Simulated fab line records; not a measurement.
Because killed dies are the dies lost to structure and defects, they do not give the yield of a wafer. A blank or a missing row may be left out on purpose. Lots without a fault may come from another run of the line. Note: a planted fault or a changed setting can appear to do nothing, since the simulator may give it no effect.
Problem report in the 8D (eight disciplines) form, filled by code | flow rit-cmos | the parts of the form that need people (team, actions taken, sign-off) are left out

== 1. THE ISSUE ==
At RIT_GATE_OXIDATION_05, tube-center-temp-C averages 894.99 C over 6 wafers from 2 lots, while fault-free wafers read 899.99 C, standard deviation 0.08. That puts it -63 standard deviations away from the usual mean.
The step: target thk 3 nm, ox time 270 s.
First observed at day 3 10:20: wafer L229.2, on furnace-03. Wafers with a number at this step in the record: 42, from 14 lots. The rule behind "out" and "out of limits": a value lying over 4 standard deviations away from the usual mean. The rest of the wafers with a number are treated as sound.

== 2. WHAT IT IS AND WHAT IT IS NOT ==
question                    | is                                         | is not
which readings at this step | tube-center-temp-C, tube_center_temp_C_max | -
which lots                  | L229, L231                                 | L224, L225, L226, L227, L228, L232, L233, L241, L243, L244, L245, L246
which wafers of those lots  | all that have a number                     | -
read on which tools         | furnace-03                                 | furnace-01, furnace-02
when                        | from day 3 10:20                           | up to then (15 sound wafers); but 21 sound wafers of L232, L233, L241, L243, L244, L245, L246 came after

== 3. THE SUSPECTS, EACH WITH WHAT RULES IT OUT ==
Counting: a tool stays on the suspect list if, at a process step up to the reading, it processed all lots that are out and no sound lot following the first of them.
- furnace-03 at RIT_GATE_OXIDATION_05 (target thk 3 nm, ox time 270 s): ruled out as a lasting fault. Sound lots L243, L246 ran on it after its first lot that is out, L229 (day 3 10:20).
Left after counting: nothing in the record.

== 4. THE CAUSE (what the simulator had put in) ==
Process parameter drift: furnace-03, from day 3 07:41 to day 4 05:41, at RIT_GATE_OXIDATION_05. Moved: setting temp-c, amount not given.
Counting ruled it out, wrongly.

== 5. THE CHAIN OF EFFECTS, in route order ==
One row per reading whose mean, taken over the struck wafers that have a number, lies over 3 standard deviations from the usual. Readings are gone through only where the record gives a usual standard deviation; hours: the median, over the lots, of the time from a lot's start at the first step in this table giving one to that lot's start at this step; sigmas: the change measured in usual standard deviations.
hours | step                  | reading                | usual    | on struck wafers | change | sigmas
0     | RIT_GATE_OXIDATION_05 | spike-tc-centre-C      | 901.7 C  | 897.2            | -4.5   | -3.8
0     | RIT_GATE_OXIDATION_05 | spike-tc-source-C      | 924.3 C  | 920.1            | -4.2   | -3.5
0     | RIT_GATE_OXIDATION_05 | tube-center-temp-C     | 899.99 C | 894.99           | -5.00  | -63
0     | RIT_GATE_OXIDATION_05 | tube_center_temp_C_max | 902.3    | 897.2            | -5.0   | -13
The process steps in it:
- RIT_GATE_OXIDATION_05: target thk 3 nm, ox time 270 s.
Later steps that measure or inspect, where all struck wafers having a row at the step show a number for every such reading and not one has moved that far: RIT_GATE_OVL_MEAS_17.

== 6. WHAT WOULD HAVE CAUGHT IT SOONER ==
In this record the first reading out of limits was taken at day 3 10:20, 3 hours after the fault began at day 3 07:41.
